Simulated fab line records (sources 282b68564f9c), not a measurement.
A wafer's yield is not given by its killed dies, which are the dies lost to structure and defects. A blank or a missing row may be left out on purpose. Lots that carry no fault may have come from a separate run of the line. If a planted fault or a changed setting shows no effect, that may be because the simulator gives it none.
Problem report in the 8D (eight disciplines) form, filled by code || flow rit cmos || the parts of the form that need people (team, actions taken, sign-off) are left out

## 1. THE PROBLEM
FIELD_OXIDE_LEFT_1_THK at RIT_FOX2_THK_MEAS_90 reads a mean of 288 nm on 3 wafers of 1 lot; wafers without a fault read 323 nm with a standard deviation of 6.5. That puts it -5.3 standard deviations away from the usual mean.
First observed at day 3 13:38: wafer L298.1, on film metro-04. Wafers with a number at this step in the record: 39, from 13 lots. Rule for "out" (also "out of limits"): further than 4 standard deviations from the usual mean. All remaining wafers that have a number are taken as sound.

## 2. WHAT IT IS, AND WHAT IT ISN'T
{"question": "which readings at this step", "is": "FIELD_OXIDE_LEFT_1_THK", "is not": "-"}
{"question": "which lots", "is": "L298", "is not": "L290, L291, L292, L293, L294, L296, L300, L303, L308, L309, L310, L311"}
{"question": "which wafers of those lots", "is": "all that have a number", "is not": "-"}
{"question": "read on which gauges", "is": "film metro-04", "is not": "film metro-01, film metro-03"}
{"question": "when", "is": "from day 3 13:38", "is not": "up to then (18 sound wafers); but 18 sound wafers of L300, L303, L308, L309, L310, L311 came after"}

## 3. THE SUSPECTS, EACH WITH WHAT RULES IT OUT
Counting: a tool stays on the suspect list if, at a process step up to the reading, it processed all lots that are out and no sound lot following the first of them.
- the gauge at RIT_FOX2_THK_MEAS_90: ruled out. All the wafers that are out were read on film metro-04, but those of them that RIT_FOX2_CLEAN_02 has rows for are out there too, on other tools.
- wet bench-02 at RIT_FOX2_CLEAN_02 (cleans in dHF, time 180 s): kept. It ran the lot that is out, L298 (day 3 12:49), and no sound lot after that; its last sound lot up to then is L296 (day 3 02:26). Its own readings are out on those wafers: run length s.
Remaining after the count: wet bench-02 at RIT_FOX2_CLEAN_02.

## 4. THE CAUSE (what the simulator had put in)
wet bench-02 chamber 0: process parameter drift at RIT_FOX2_CLEAN_02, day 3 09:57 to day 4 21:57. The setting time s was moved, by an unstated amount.
Only this tool survived the counting.

## 5. SEQUENCE OF EFFECTS, ordered by route
Rows list readings where the struck wafers' mean (over those with a number) sits beyond 3 standard deviations from the usual. Readings are gone through only where the record gives a usual standard deviation; hours: the median, over the lots, of the time from a lot's start at the first step in this table giving one to that lot's start at this step; sigmas: the change measured in usual standard deviations.
{"hours": 0, "step": "RIT_FOX2_CLEAN_02", "reading": "run length s", "usual": "208 s", "on struck wafers": 572, "change": "+364", "sigmas": "+99 or more"}
{"hours": 1, "step": "RIT_FOX2_THK_MEAS_90", "reading": "FIELD_OXIDE_LEFT_1_THK", "usual": "323 nm", "on struck wafers": 288, "change": -35, "sigmas": -5.3}
{"hours": 14, "step": "RIT_FOX2_THK_MEAS_91", "reading": "FIELD_OXIDE_LEFT_2_THK", "usual": "255 nm", "on struck wafers": 221, "change": -34, "sigmas": -5.2}
The process steps in it:
- RIT_FOX2_CLEAN_02: cleans in dHF, time 180 s.

## 6. HOW IT WOULD HAVE BEEN CAUGHT EARLIER
The first out-of-limits reading at a measuring or inspecting step in this record came at day 3 13:38, 4 hours after the fault's start at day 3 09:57.
Tool's own readings at RIT_FOX2_CLEAN_02, run length s: out on all struck wafers the step has rows for; an alarm limit on them would have tripped on the first.
All the lots that are out (1) had begun RIT_FOX2_CLEAN_02 on wet bench-02 by day 3 13:38. A hold on the tool at that time would have spared none of them.
